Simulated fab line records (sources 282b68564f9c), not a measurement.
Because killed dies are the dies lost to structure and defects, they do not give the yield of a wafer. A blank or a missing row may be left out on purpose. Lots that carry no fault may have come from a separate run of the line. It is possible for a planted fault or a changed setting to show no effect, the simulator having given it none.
Split-lot study    flow rit_cmos    on a route of 202 steps: 5 lots, 23 wafers read

ON THE SPLIT
At RIT_CONTACT_EXPOSE_05 (exposes mask M11, target cd 1000 nm), the setting dose_mj was moved away from the recipe's 250 on 10 of the 23 wafers read, by -6.7% to +6.5%. The other wafers ran this setting at the recipe's value.

FROM THE SPLIT TO THE READING: what the file shows between them, 6 steps
- RIT_CONTACT_PEB_06
- RIT_CONTACT_DEVELOP_07: develop time 122.4 s
- RIT_CONTACT_CD_MEAS_08: target cd 1000 nm
- RIT_CONTACT_HARDBAKE_10: time 60 s
- RIT_CONTACT_ETCH_11: etches SiO2 in CHF3/CF4/Ar, stops on TiSi2, target depth 480 nm, time 320 s
- RIT_CONTACT_STRIP_12: strips in O2, time 180 s

THE READING
Shown in nm: cd_nm at RIT_CONTACT_CD_MEAS_90, with target cd 1000 nm. Typical for fault-free wafers on this fab line: 999.7 nm, with standard deviation 2.7 nm.

wafer   tool, chamber at the split  dose_mj as run  against the recipe  cd_nm, nm  against lot-mates on the recipe
L075.1  iline_stepper-02, 0         233.2           -6.7%               980.6      -20.6
L075.2  iline_stepper-02, 0         250             recipe              1001.0     -
L075.3  iline_stepper-02, 0         233.2           -6.7%               981.2      -20.0
L075.4  iline_stepper-02, 0         250             recipe              1001.4     -
L075.5  iline_stepper-02, 0         233.2           -6.7%               980.3      -20.9
L077.2  iline_stepper-01, 0         250             recipe              995.1      -
L077.5  iline_stepper-01, 0         250             recipe              997.4      -
L077.6  iline_stepper-01, 0         250             recipe              994.9      -
L078.1  iline_stepper-01, 0         250             recipe              1001.5     -
L078.2  iline_stepper-01, 0         250             recipe              999.4      -
L078.3  iline_stepper-01, 0         250             recipe              1000.2     -
L078.5  iline_stepper-01, 0         266.3           +6.5%               1016.5     +16.1
L078.6  iline_stepper-01, 0         266.3           +6.5%               1016.7     +16.3
L079.2  iline_stepper-02, 0         236.7           -5.3%               985.1      -14.6
L079.3  iline_stepper-02, 0         236.7           -5.3%               984.5      -15.2
L079.4  iline_stepper-02, 0         250             recipe              999.4      -
L079.5  iline_stepper-02, 0         250             recipe              1000.1     -
L079.6  iline_stepper-02, 0         250             recipe              999.5      -
L085.1  iline_stepper-01, 0         238.8           -4.5%               988.0      -11.6
L085.2  iline_stepper-01, 0         238.8           -4.5%               988.6      -11.0
L085.3  iline_stepper-01, 0         250             recipe              1001.1     -
L085.5  iline_stepper-01, 0         238.8           -4.5%               988.3      -11.3
L085.6  iline_stepper-01, 0         250             recipe              998.1      -

THE FIT
A straight line over all 23 wafers: cd_nm changes by +2.67 nm for each +1% of dose_mj; r = +0.99; the points scatter about the line by 1.7 nm.
The same after taking each lot's own level away (the mean of its wafers on the recipe; 23 wafers): +2.74 nm for each +1%; r = +0.99; scatter 1.2 nm.
According to that fit, moving dose_mj by its largest amount changes the reading by 18 nm.
Across the lots, their own levels run from 995.80 to 1001.20 nm, a range of 2.0 times the standard deviation given above.
Hence the lot-to-lot level has little effect on the slope; both slopes agree.
Check: with one of the wafers moved furthest among these (-6.7%) left out of the fit, the line predicts -18.4 nm for it against its lot-mates. Against them it came out at -20.6 nm.

THE OTHER SPLITS THESE WAFERS WENT THROUGH
Before the reading, these wafers also passed through other splits. Each is held against what the fit with the lots' levels taken away leaves over:
other split on the same wafers  wafers away from the commonest value  r with cd_nm (lot level and that fit taken away)
RIT_NLDD_IMPLANT_08 energy_kev  11                                    -0.17
RIT_SDANNEAL_RTA_03 time_s      4                                     +0.34

THE WHOLE CHAIN: every reading that the file lists as answering this split, in the file's order
step                    what it does                                                                 reading                                                         change (the file's fit)               r (the file's)
RIT_CONTACT_DEVELOP_07  develop time 122.4 s                                                         CONTACT.cd_nm (the simulator's own value, which no gauge read)  +2.77 nm for each +1% of the setting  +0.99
RIT_CONTACT_CD_MEAS_08  target cd 1000 nm                                                            cd_nm                                                           +2.76 nm for each +1% of the setting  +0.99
RIT_CONTACT_ETCH_11     etches SiO2 in CHF3/CF4/Ar, stops on TiSi2, target depth 480 nm, time 320 s  CONTACT.cd_nm (the simulator's own value, which no gauge read)  +2.74 nm for each +1% of the setting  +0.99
RIT_CONTACT_CD_MEAS_90  target cd 1000 nm                                                            cd_nm                                                           +2.74 nm for each +1% of the setting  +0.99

THE FILE'S OWN FIT
cd_nm changes by +2.74 nm for each +1% of dose_mj, r = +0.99.
